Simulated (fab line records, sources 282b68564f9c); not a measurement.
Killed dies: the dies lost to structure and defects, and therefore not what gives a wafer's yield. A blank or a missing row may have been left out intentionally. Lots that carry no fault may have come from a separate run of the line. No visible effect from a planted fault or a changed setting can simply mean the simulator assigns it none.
fab line records :: flow ritCmos :: part 2 of 2: steps 30 to 42 of 42
[record]
  lots = 5
  wafers = 15
  lastDay = 5
route steps=202 shown NSD@138 PSD@142 SDANNEAL@153 PLDD@159 NLDD@160 SILICIDE@161 CONTACT@168
lots that met no fault: taken from a fault-free run of the same line
startH: hours from the record's first day to the start of the lot's first wafer shown :: waitH: how many hours have passed since the lot's step before this one :: " repeats the value in the row above :: L1.1+2: a single row standing in for several wafers :: - no value, or no start was given :: * or withheld: withheld :: < > ~ a bound
route shown NAME@n: NAME is a module with steps in the file, n the number in the route of the first one :: usual: mean and standard deviation over wafers with no fault :: same: alike in all rows :: chamber/n: place in a boat :: sites: each site's reading :: _std_site: the values' standard deviation :: _edge_site: inner sites' mean taken away from outer sites' mean :: radiusMm: for every site, how far away it sits from the centre of the wafer :: mask NAME#n: copy n :: behind: tool/chamber where the wafer was last shaped :: hold: why the lot was held/for how many hours/how that ended :: device: transistor that didn't switch, given as n, p or np :: end of line: at the end of the route, the tests of the same wafers :: a step without rows: its recipe alone :: killed: dies that structure and defects cost at the first sort, which is not the same as the wafer's yield :: map: the dies of a wafer, with x for killed, . for not killed, _ for no die there
set.NAME: the setting as run; set.NAME@STEP: as run at that earlier step :: model.NAME: the simulator's own value behind a step, which no gauge read
lots at selected steps of the route; one table per step, one row per wafer
services: from which hour (startH, from the record's first day; less than 0 if before it) a tool's chamber was out of use, for how many hours, and why
[[steps]]
[step RIT_SILICIDE_RTA_06]
[recipe]
  tempC = 750
  timeS = 10
  idleTempC = 25
  rampUpS = 5
  rampDownS = 10
  coolToC = 25
  ambient = N2
[usual]
  wafer_temp_C_max = 754.1/1
lot.wafer: L074.1
tool: rtpAnneal-01
chamber: 0
startH: 62.99
waitH: 0.0
wafer_temp_C_max: 755.5

lot.wafer: L074.2
tool: rtpAnneal-01
chamber: 0
startH: 62.99
waitH: 0.0
wafer_temp_C_max: 753.8

lot.wafer: L074.4
tool: rtpAnneal-01
chamber: 0
startH: 62.99
waitH: 0.0
wafer_temp_C_max: 753.8

lot.wafer: L078.2
tool: rtpAnneal-01
chamber: 0
startH: 78.49
waitH: 0.0
wafer_temp_C_max: 755.0

lot.wafer: L078.3
tool: rtpAnneal-01
chamber: 0
startH: 78.49
waitH: 0.0
wafer_temp_C_max: 755.2

lot.wafer: L078.5
tool: rtpAnneal-01
chamber: 0
startH: 78.49
waitH: 0.0
wafer_temp_C_max: 754.9

lot.wafer: L079.2
tool: rtpAnneal-02
chamber: 0
startH: 86.11
waitH: 0.0
wafer_temp_C_max: 753.8

lot.wafer: L079.4
tool: rtpAnneal-02
chamber: 0
startH: 86.11
waitH: 0.0
wafer_temp_C_max: 752.7

lot.wafer: L079.6
tool: rtpAnneal-02
chamber: 0
startH: 86.11
waitH: 0.0
wafer_temp_C_max: 752.2

lot.wafer: L081.2
tool: rtpAnneal-02
chamber: 0
startH: 94.88
waitH: 0.0
wafer_temp_C_max: 752.5

lot.wafer: L081.4
tool: rtpAnneal-02
chamber: 0
startH: 94.88
waitH: 0.0
wafer_temp_C_max: 753.6

lot.wafer: L081.5
tool: rtpAnneal-02
chamber: 0
startH: 94.88
waitH: 0.0
wafer_temp_C_max: 753.3

lot.wafer: L086.2
tool: rtpAnneal-01
chamber: 0
startH: 116.86
waitH: 0.0
wafer_temp_C_max: 755.1

lot.wafer: L086.5
tool: rtpAnneal-01
chamber: 0
startH: 116.86
waitH: 0.0
wafer_temp_C_max: 754.3

lot.wafer: L086.6
tool: rtpAnneal-01
chamber: 0
startH: 116.86
waitH: 0.0
wafer_temp_C_max: 754.2
[step RIT_CONTACT_CVD_00]
[recipe]
  material = SiO2
  targetThkNm = 400
  precursor = TEOS
  tempC = 390
  timeS = 61
  rfW = 400
[usual]
  heaterPowerW = 342/45
lot.wafer: L074.1
tool: pecvd-02
chamber: 0
startH: 63.06
waitH: 0.1
heaterPowerW: 324

lot.wafer: L074.2
tool: pecvd-02
chamber: 2
startH: 63.06
waitH: 0.1
heaterPowerW: 371

lot.wafer: L074.4
tool: pecvd-02
chamber: 0
startH: 63.06
waitH: 0.1
heaterPowerW: 331

lot.wafer: L078.2
tool: pecvd-03
chamber: 0
startH: 78.54
waitH: 0.0
heaterPowerW: 408

lot.wafer: L078.3
tool: pecvd-03
chamber: 1
startH: 78.54
waitH: 0.0
heaterPowerW: 382

lot.wafer: L078.5
tool: pecvd-03
chamber: 0
startH: 78.54
waitH: 0.0
heaterPowerW: 408

lot.wafer: L079.2
tool: pecvd-01
chamber: 2
startH: 86.17
waitH: 0.0
heaterPowerW: 397

lot.wafer: L079.4
tool: pecvd-01
chamber: 1
startH: 86.17
waitH: 0.0
heaterPowerW: 365

lot.wafer: L079.6
tool: pecvd-01
chamber: 0
startH: 86.17
waitH: 0.0
heaterPowerW: 316

lot.wafer: L081.2
tool: pecvd-03
chamber: 2
startH: 94.94
waitH: 0.0
heaterPowerW: 339

lot.wafer: L081.4
tool: pecvd-03
chamber: 0
startH: 94.94
waitH: 0.0
heaterPowerW: 424

lot.wafer: L081.5
tool: pecvd-03
chamber: 2
startH: 94.94
waitH: 0.0
heaterPowerW: 350

lot.wafer: L086.2
tool: pecvd-01
chamber: 0
startH: 116.91
waitH: 0.0
heaterPowerW: 264

lot.wafer: L086.5
tool: pecvd-01
chamber: 1
startH: 116.91
waitH: 0.0
heaterPowerW: 351

lot.wafer: L086.6
tool: pecvd-01
chamber: 2
startH: 116.91
waitH: 0.0
heaterPowerW: 361
[step RIT_CONTACT_THK_MEAS_01]
[recipe]
  reads = SiO2_of_CONTACT_CVD_00
[usual]
  CONTACT_TEOS_THK = 398/4.8
lot.wafer: L074.1
tool: filmMetro-02
chamber: -
startH: 63.11
waitH: 0.0
CONTACT_TEOS_THK[nm]: 393

lot.wafer: L074.2
tool: filmMetro-02
chamber: -
startH: 63.11
waitH: 0.0
CONTACT_TEOS_THK[nm]: 399

lot.wafer: L074.4
tool: filmMetro-02
chamber: -
startH: 63.11
waitH: 0.0
CONTACT_TEOS_THK[nm]: 403

lot.wafer: L078.2
tool: filmMetro-01
chamber: -
startH: 78.60
waitH: 0.0
CONTACT_TEOS_THK[nm]: 393

lot.wafer: L078.3
tool: filmMetro-01
chamber: -
startH: 78.60
waitH: 0.0
CONTACT_TEOS_THK[nm]: 398

lot.wafer: L078.5
tool: filmMetro-01
chamber: -
startH: 78.60
waitH: 0.0
CONTACT_TEOS_THK[nm]: 401

lot.wafer: L079.2
tool: filmMetro-03
chamber: -
startH: 86.23
waitH: 0.0
CONTACT_TEOS_THK[nm]: 399

lot.wafer: L079.4
tool: filmMetro-03
chamber: -
startH: 86.23
waitH: 0.0
CONTACT_TEOS_THK[nm]: 407

lot.wafer: L079.6
tool: filmMetro-03
chamber: -
startH: 86.23
waitH: 0.0
CONTACT_TEOS_THK[nm]: 407

lot.wafer: L081.2
tool: filmMetro-03
chamber: -
startH: 95.00
waitH: 0.0
CONTACT_TEOS_THK[nm]: 397

lot.wafer: L081.4
tool: filmMetro-03
chamber: -
startH: 95.00
waitH: 0.0
CONTACT_TEOS_THK[nm]: 400

lot.wafer: L081.5
tool: filmMetro-03
chamber: -
startH: 95.00
waitH: 0.0
CONTACT_TEOS_THK[nm]: 405

lot.wafer: L086.2
tool: filmMetro-03
chamber: -
startH: 116.97
waitH: 0.0
CONTACT_TEOS_THK[nm]: 394

lot.wafer: L086.5
tool: filmMetro-03
chamber: -
startH: 116.97
waitH: 0.0
CONTACT_TEOS_THK[nm]: 401

lot.wafer: L086.6
tool: filmMetro-03
chamber: -
startH: 116.97
waitH: 0.0
CONTACT_TEOS_THK[nm]: 397
[step RIT_CONTACT_HMDS_02]
[recipe]
  primeTimeS = 60
  primeTempC = 140
lot.wafer: L074.1+2+4
tool: lithoTrack-03
chamber: 0
startH: 63.17
waitH: 0.1

lot.wafer: L078.2+3+5
tool: lithoTrack-02
chamber: 0
startH: 78.68
waitH: 0.1

lot.wafer: L079.2+4+6
tool: lithoTrack-01
chamber: 0
startH: 86.31
waitH: 0.1

lot.wafer: L081.2+4+5
tool: lithoTrack-01
chamber: 0
startH: 95.07
waitH: 0.1

lot.wafer: L086.2+5+6
tool: lithoTrack-01
chamber: 0
startH: 117.05
waitH: 0.1
[step RIT_CONTACT_COAT_03]
[recipe]
  resist = NOVOLAK
  spinRpm = 3250
  resistThkNm = 1000
lot.wafer: L074.1+2+4
tool: lithoTrack-03
chamber: 0
startH: 63.32
waitH: 0.1

lot.wafer: L078.2+3+5
tool: lithoTrack-02
chamber: 0
startH: 78.83
waitH: 0.1

lot.wafer: L079.2+4+6
tool: lithoTrack-01
chamber: 0
startH: 86.46
waitH: 0.1

lot.wafer: L081.2+4+5
tool: lithoTrack-01
chamber: 0
startH: 95.22
waitH: 0.1

lot.wafer: L086.2+5+6
tool: lithoTrack-01
chamber: 0
startH: 117.20
waitH: 0.1
[step RIT_CONTACT_SOFTBAKE_04]
[recipe]
  resist = NOVOLAK
  tempC = 90
  timeS = 60
lot.wafer: L074.1+2+4
tool: lithoTrack-03
chamber: 0
startH: 63.47
waitH: 0.1

lot.wafer: L078.2+3+5
tool: lithoTrack-02
chamber: 0
startH: 78.98
waitH: 0.1

lot.wafer: L079.2+4+6
tool: lithoTrack-01
chamber: 0
startH: 86.61
waitH: 0.1

lot.wafer: L081.2+4+5
tool: lithoTrack-01
chamber: 0
startH: 95.37
waitH: 0.1

lot.wafer: L086.2+5+6
tool: lithoTrack-01
chamber: 0
startH: 117.35
waitH: 0.1
[step RIT_CONTACT_EXPOSE_05]
[recipe]
  maskId = M11
  na = 0.6
  sourceShape = conventional
  sigmaOuter = 0.5
  targetCdNm = 1000
  doseMj = 250
[same]
  na = 0.6
lot.wafer: L074.1+2+4
tool: ilineStepper-01
chamber: 0
startH: 63.62
waitH: 0.1
mask: M11#0

lot.wafer: L078.2+3+5
tool: ilineStepper-02
chamber: 0
startH: 79.12
waitH: 0.1
mask: M11#0

lot.wafer: L079.2+4+6
tool: ilineStepper-01
chamber: 0
startH: 86.88
waitH: 0.2
mask: M11#0

lot.wafer: L081.2+4+5
tool: ilineStepper-01
chamber: 0
startH: 95.64
waitH: 0.2
mask: M11#0

lot.wafer: L086.2+5+6
tool: ilineStepper-01
chamber: 0
startH: 117.49
waitH: 0.1
mask: M11#0
[step RIT_CONTACT_PEB_06]
[recipe]
  resist = NOVOLAK
  tempC = withheld
  timeS = withheld
lot.wafer: L074.1+2+4
tool: lithoTrack-01
chamber: 0
startH: 63.73
waitH: 0.1

lot.wafer: L078.2+3+5
tool: lithoTrack-01
chamber: 0
startH: 79.25
waitH: 0.1

lot.wafer: L079.2+4+6
tool: lithoTrack-01
chamber: 0
startH: 87.00
waitH: 0.1

lot.wafer: L081.2+4+5
tool: lithoTrack-03
chamber: 0
startH: 95.76
waitH: 0.1

lot.wafer: L086.2+5+6
tool: lithoTrack-02
chamber: 0
startH: 117.61
waitH: 0.1
[step RIT_CONTACT_DEVELOP_07]
[recipe]
  resist = NOVOLAK
  developTimeS = 120
  devTempC = 23
[same]
  developTimeS = 120
lot.wafer: L074.1+2+4
tool: lithoTrack-01
chamber: 0
startH: -
waitH: -

lot.wafer: L078.2+3+5
tool: lithoTrack-01
chamber: 0
startH: -
waitH: -

lot.wafer: L079.2+4+6
tool: lithoTrack-01
chamber: 0
startH: -
waitH: -

lot.wafer: L081.2+4+5
tool: lithoTrack-03
chamber: 0
startH: -
waitH: -

lot.wafer: L086.2+5+6
tool: lithoTrack-02
chamber: 0
startH: -
waitH: -
[step RIT_CONTACT_CD_MEAS_08]
[recipe]
  targetCdNm = 1000
[usual]
  cdNm = 999.4/2.1
lot.wafer: L074.1
tool: cdSem-01
chamber: -
startH: 64.13
waitH: -
cdNm: 1000.6

lot.wafer: L074.2
tool: cdSem-01
chamber: -
startH: 64.13
waitH: -
cdNm: 997.7

lot.wafer: L074.4
tool: cdSem-01
chamber: -
startH: 64.13
waitH: -
cdNm: 999.9

lot.wafer: L078.2
tool: cdSem-01
chamber: -
startH: 79.64
waitH: -
cdNm: 993.3

lot.wafer: L078.3
tool: cdSem-01
chamber: -
startH: 79.64
waitH: -
cdNm: 993.1

lot.wafer: L078.5
tool: cdSem-01
chamber: -
startH: 79.64
waitH: -
cdNm: 994.9

lot.wafer: L079.2
tool: cdSem-02
chamber: -
startH: 87.39
waitH: -
cdNm: 999.9

lot.wafer: L079.4
tool: cdSem-02
chamber: -
startH: 87.39
waitH: -
cdNm: 998.8

lot.wafer: L079.6
tool: cdSem-02
chamber: -
startH: 87.39
waitH: -
cdNm: 999.3

lot.wafer: L081.2
tool: cdSem-02
chamber: -
startH: 96.16
waitH: -
cdNm: 1001.1

lot.wafer: L081.4
tool: cdSem-02
chamber: -
startH: 96.16
waitH: -
cdNm: 1000.8

lot.wafer: L081.5
tool: cdSem-02
chamber: -
startH: 96.16
waitH: -
cdNm: 1000.4

lot.wafer: L086.2
tool: cdSem-01
chamber: -
startH: 118.01
waitH: -
cdNm: 998.8

lot.wafer: L086.5
tool: cdSem-01
chamber: -
startH: 118.01
waitH: -
cdNm: 995.5

lot.wafer: L086.6
tool: cdSem-01
chamber: -
startH: 118.01
waitH: -
cdNm: 998.3
[step RIT_CONTACT_OVL_MEAS_09]
[usual]
  CONTACT_OVL = -0.3/1.6
lot.wafer: L074.1
tool: overlay-02
chamber: -
startH: 64.25
waitH: 0.1
CONTACT_OVL[nm]: -0.9

lot.wafer: L074.2
tool: overlay-02
chamber: -
startH: 64.25
waitH: 0.1
CONTACT_OVL[nm]: -0.9

lot.wafer: L074.4
tool: overlay-02
chamber: -
startH: 64.25
waitH: 0.1
CONTACT_OVL[nm]: -0.9

lot.wafer: L078.2
tool: overlay-01
chamber: -
startH: 79.75
waitH: 0.1
CONTACT_OVL[nm]: -0.7

lot.wafer: L078.3
tool: overlay-01
chamber: -
startH: 79.75
waitH: 0.1
CONTACT_OVL[nm]: 1.4

lot.wafer: L078.5
tool: overlay-01
chamber: -
startH: 79.75
waitH: 0.1
CONTACT_OVL[nm]: -3.3

lot.wafer: L079.2
tool: overlay-01
chamber: -
startH: 87.50
waitH: 0.1
CONTACT_OVL[nm]: -2.0

lot.wafer: L079.4
tool: overlay-01
chamber: -
startH: 87.50
waitH: 0.1
CONTACT_OVL[nm]: -0.9

lot.wafer: L079.6
tool: overlay-01
chamber: -
startH: 87.50
waitH: 0.1
CONTACT_OVL[nm]: 0.6

lot.wafer: L081.2
tool: overlay-01
chamber: -
startH: 96.27
waitH: 0.1
CONTACT_OVL[nm]: 0.6

lot.wafer: L081.4
tool: overlay-01
chamber: -
startH: 96.27
waitH: 0.1
CONTACT_OVL[nm]: 0.7

lot.wafer: L081.5
tool: overlay-01
chamber: -
startH: 96.27
waitH: 0.1
CONTACT_OVL[nm]: -0.1

lot.wafer: L086.2
tool: overlay-02
chamber: -
startH: 118.12
waitH: 0.1
CONTACT_OVL[nm]: 0.7

lot.wafer: L086.5
tool: overlay-02
chamber: -
startH: 118.12
waitH: 0.1
CONTACT_OVL[nm]: 1.3

lot.wafer: L086.6
tool: overlay-02
chamber: -
startH: 118.12
waitH: 0.1
CONTACT_OVL[nm]: 0.8
[step RIT_CONTACT_HARDBAKE_10]
[recipe]
  resist = NOVOLAK
  tempC = 140
  timeS = 60
lot.wafer: L074.1+2+4
tool: lithoTrack-03
chamber: 0
startH: 64.29
waitH: 0.0

lot.wafer: L078.2+3+5
tool: lithoTrack-03
chamber: 0
startH: 79.80
waitH: 0.0

lot.wafer: L079.2+4+6
tool: lithoTrack-02
chamber: 0
startH: 87.55
waitH: 0.0

lot.wafer: L081.2+4+5
tool: lithoTrack-03
chamber: 0
startH: 96.32
waitH: 0.0

lot.wafer: L086.2+5+6
tool: lithoTrack-02
chamber: 0
startH: 118.17
waitH: 0.0
[step RIT_CONTACT_ETCH_11]
[recipe]
  targetDepthA = 4800
  overEtchFrac = 0.2
  stopOn = TiSi2
  chemistry = CHF3/CF4/Ar
  target = SiO2
  CHF3_flow_sccm = 50
  cf4FlowSccm = 10
  Ar_flow_sccm = 100
  O2_flow_sccm = 5
  pressureMtorr = 100
  rfW = 200
  timeS = 320
[usual]
  O2_flow_sccm = 4.998/0.016
  drypumpMotorCurrentA = 5.5/0.52
  mfcArSccm = 100.0/0.32
  oesProductAu = 0.981/0.017
  throttleValvePct = 8.87/0.1
lot.wafer: L074.1
tool: rieDiel-04
chamber: 3
startH: 64.44
waitH: 0.1
O2_flow_sccm: 5.012
drypumpMotorCurrentA: 4.8
mfcArSccm: 99.9
oesProductAu: 0.983
rfHoursCounterH: 2
throttleValvePct: 8.83

lot.wafer: L074.2
tool: rieDiel-04
chamber: 1
startH: 64.44
waitH: 0.1
O2_flow_sccm: 4.950
drypumpMotorCurrentA: 6.1
mfcArSccm: 99.8
oesProductAu: 0.989
rfHoursCounterH: 24
throttleValvePct: 8.92

lot.wafer: L074.4
tool: rieDiel-04
chamber: 2
startH: 64.44
waitH: 0.1
O2_flow_sccm: 4.976
drypumpMotorCurrentA: 5.2
mfcArSccm: 99.5
oesProductAu: 0.962
rfHoursCounterH: 18
throttleValvePct: 8.78

lot.wafer: L078.2
tool: rieDiel-01
chamber: 1
startH: 79.93
waitH: 0.1
O2_flow_sccm: 4.987
drypumpMotorCurrentA: 5.6
mfcArSccm: 100.0
oesProductAu: 0.982
rfHoursCounterH: 115
throttleValvePct: 8.88

lot.wafer: L078.3
tool: rieDiel-01
chamber: 0
startH: 79.93
waitH: 0.1
O2_flow_sccm: 4.999
drypumpMotorCurrentA: 5.2
mfcArSccm: 99.2
oesProductAu: 1.023
rfHoursCounterH: 9
throttleValvePct: 8.84

lot.wafer: L078.5
tool: rieDiel-01
chamber: 3
startH: 79.93
waitH: 0.1
O2_flow_sccm: 5.018
drypumpMotorCurrentA: 5.1
mfcArSccm: 100.2
oesProductAu: 0.975
rfHoursCounterH: -
throttleValvePct: 8.83

lot.wafer: L079.2
tool: rieDiel-04
chamber: 2
startH: 87.68
waitH: 0.1
O2_flow_sccm: 4.990
drypumpMotorCurrentA: 5.2
mfcArSccm: 99.6
oesProductAu: 0.962
rfHoursCounterH: 19
throttleValvePct: 8.78

lot.wafer: L079.4
tool: rieDiel-04
chamber: 0
startH: 87.68
waitH: 0.1
O2_flow_sccm: 4.986
drypumpMotorCurrentA: 6.2
mfcArSccm: 99.5
oesProductAu: 0.991
rfHoursCounterH: 3
throttleValvePct: 8.91

lot.wafer: L079.6
tool: rieDiel-04
chamber: 1
startH: 87.68
waitH: 0.1
O2_flow_sccm: 4.980
drypumpMotorCurrentA: 6.1
mfcArSccm: 100.0
oesProductAu: 0.985
rfHoursCounterH: -
throttleValvePct: 8.90

lot.wafer: L081.2
tool: rieDiel-04
chamber: 3
startH: 96.45
waitH: 0.1
O2_flow_sccm: 4.971
drypumpMotorCurrentA: 4.8
mfcArSccm: 99.6
oesProductAu: 0.989
rfHoursCounterH: 3
throttleValvePct: 8.85

lot.wafer: L081.4
tool: rieDiel-04
chamber: 1
startH: 96.45
waitH: 0.1
O2_flow_sccm: 4.944
drypumpMotorCurrentA: 6.1
mfcArSccm: 100.4
oesProductAu: 0.982
rfHoursCounterH: 25
throttleValvePct: 8.91

lot.wafer: L081.5
tool: rieDiel-04
chamber: 1
startH: 96.45
waitH: 0.1
O2_flow_sccm: 4.970
drypumpMotorCurrentA: 6.1
mfcArSccm: 100.0
oesProductAu: 0.983
rfHoursCounterH: -
throttleValvePct: 8.91

lot.wafer: L086.2
tool: rieDiel-04
chamber: 1
startH: 118.30
waitH: 0.1
O2_flow_sccm: 4.998
drypumpMotorCurrentA: 6.1
mfcArSccm: 100.4
oesProductAu: 0.986
rfHoursCounterH: 25
throttleValvePct: 8.93

lot.wafer: L086.5
tool: rieDiel-04
chamber: 1
startH: 118.30
waitH: 0.1
O2_flow_sccm: 4.994
drypumpMotorCurrentA: 6.1
mfcArSccm: 100.2
oesProductAu: 0.983
rfHoursCounterH: -
throttleValvePct: 8.91

lot.wafer: L086.6
tool: rieDiel-04
chamber: 2
startH: 118.30
waitH: 0.1
O2_flow_sccm: 5.007
drypumpMotorCurrentA: 5.2
mfcArSccm: 100.3
oesProductAu: 0.963
rfHoursCounterH: -
throttleValvePct: 8.76
[[services]]
tool: rtpAnneal-01
chamber: -
startH: 41.26
hours: 4.3
kind: pm

tool: ilineStepper-01
chamber: -
startH: 52.50
hours: 0.8
kind: repair

tool: rieDiel-04
chamber: -
startH: 52.58
hours: 4.0
kind: pm

tool: ilineStepper-01
chamber: -
startH: 65.92
hours: 1.7
kind: pm

tool: pvdSputter-04
chamber: -
startH: 68.71
hours: 3.1
kind: repair

tool: rieDiel-04
chamber: 1
startH: 70.78
hours: 9.5
kind: repair

tool: ilineStepper-02
chamber: -
startH: 82.73
hours: 1.7
kind: pm

tool: pvdSputter-01
chamber: -
startH: 93.47
hours: 4.7
kind: repair

tool: pecvd-01
chamber: -
startH: 96.87
hours: 6.0
kind: pm

tool: implanter-02
chamber: -
startH: 102.54
hours: 3.8
kind: pm

tool: wetBench-01
chamber: -
startH: 103.50
hours: 16.0
kind: repair

tool: plasmaAsher-02
chamber: -
startH: 105.30
hours: 1.3
kind: repair

tool: plasmaAsher-04
chamber: -
startH: 108.75
hours: 9.0
kind: pm

tool: plasmaAsher-04
chamber: 0
startH: 108.75
hours: 9.0
kind: ventCycle

tool: plasmaAsher-04
chamber: 1
startH: 108.75
hours: 9.0
kind: ventCycle

tool: plasmaAsher-04
chamber: 0
startH: 117.75
hours: -
kind: clean

tool: plasmaAsher-04
chamber: 1
startH: 117.75
hours: -
kind: clean
